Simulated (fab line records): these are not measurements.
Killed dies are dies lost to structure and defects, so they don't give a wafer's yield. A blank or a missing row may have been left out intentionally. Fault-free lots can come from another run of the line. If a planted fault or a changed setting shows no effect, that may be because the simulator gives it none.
Code-filled problem report in 8D (eight disciplines) form :: flow berkeley-cmos170 :: the parts of the form that need people (team, actions taken, sign-off) are left out

## 1. WHAT IS WRONG
cd-nm at UCB170_M1_CD_MEAS_09 reads a mean of 710.1 nm on 3 wafers of 1 lot; wafers without a fault read 700.4 nm with a standard deviation of 1.6. Measured from the usual mean, that is +6.1 standard deviations.
The step: target cd 700 nm.
Earliest sighting: wafer L134.1 on cd-sem-02 at day 9 17:29. At this step, 39 wafers from 13 lots have a number in the record. Rule for "out" (also "out of limits"): further than 4 standard deviations from the usual mean. All remaining wafers that have a number are taken as sound.

## 2. WHAT THIS IS AND IS NOT
question: which readings at this step
is: cd-nm
is not: -

question: which lots
is: L134
is not: L123, L124, L125, L126, L128, L129, L130, L135, L139, L141, L142, L143

question: which wafers of those lots
is: all that have a number
is not: -

question: read on which gauges
is: cd-sem-02
is not: cd-sem-01

question: when
is: from day 9 17:29
is not: up to then (21 sound wafers); but 15 sound wafers of L135, L139, L141, L142, L143 came after

## 3. THE SUSPECTS, EACH WITH WHAT RULES IT OUT
Counting: a tool at any process step up to the reading remains a suspect when it ran all the lots that are out and ran no sound lot after the first of those.
- the gauge at UCB170_M1_CD_MEAS_09 has been ruled out. All the wafers that are out were read on cd-sem-02, but those of them that UCB170_M1_EXPOSE_06 has rows for are out there too, on other tools.
- plasma-asher-02 at UCB170_NVT_STRIP_08 (strips in O2): ruled out as a lasting fault. After its first lot that is out, L134 (day 8 03:18), sound lots L139, L141 ran on it.
- krf-scanner-02 at UCB170_M1_EXPOSE_06 (exposes mask METAL1, target cd 700 nm): kept. It ran the lot that is out, L134 (day 9 17:06), and no sound lot after that; its last sound lot up to then is L128 (day 8 18:32). On those wafers its own readings are out: exposure-dose-mJ-cm2.
The count leaves krf-scanner-02 at UCB170_M1_EXPOSE_06.

## 4. THE CAUSE (what the simulator had put in)
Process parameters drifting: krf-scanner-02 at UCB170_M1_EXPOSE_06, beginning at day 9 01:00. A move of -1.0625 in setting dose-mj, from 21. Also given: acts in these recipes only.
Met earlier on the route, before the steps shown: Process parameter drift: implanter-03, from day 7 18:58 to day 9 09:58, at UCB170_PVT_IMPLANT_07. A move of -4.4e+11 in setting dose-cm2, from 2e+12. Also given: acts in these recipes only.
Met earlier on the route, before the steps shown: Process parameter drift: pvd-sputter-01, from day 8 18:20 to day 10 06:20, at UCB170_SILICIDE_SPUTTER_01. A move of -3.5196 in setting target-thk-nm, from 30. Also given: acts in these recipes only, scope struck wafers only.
After counting, this tool was the only one left.

## 5. THE EFFECT CHAIN, in route order
One row per reading whose mean, taken over the struck wafers that have a number, lies over 3 standard deviations from the usual. Only readings for which the record gives a usual standard deviation are gone through. hours: the time from each lot's start at the first step in this table that gives one to its start at this step, as a median over the lots. sigmas: the change in usual standard deviations.
hours: 0
step: UCB170_M1_EXPOSE_06
reading: exposure-dose-mJ-cm2
usual: 20.464
on struck wafers: 19.635
change: -0.829
sigmas: -36

hours: 0
step: UCB170_M1_CD_MEAS_09
reading: cd-nm
usual: 700.4 nm
on struck wafers: 710.1
change: +9.7
sigmas: +6.1
It contains these process steps:
- UCB170_M1_EXPOSE_06: exposes mask METAL1, target cd 700 nm.

## 6. HOW IT WOULD HAVE BEEN CAUGHT EARLIER
16 hours passed between the start of the fault at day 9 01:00 and the first reading out of limits at a measuring or inspecting step in this record, taken at day 9 17:29.
The tool's own readings at UCB170_M1_EXPOSE_06 were out on every struck wafer that the step has a row for (exposure-dose-mJ-cm2): an alarm limit on them would have fired on the first of those.
Lots out: 1; all had begun UCB170_M1_EXPOSE_06 on krf-scanner-02 by day 9 17:29. A hold on the tool at that time would have spared none of them.
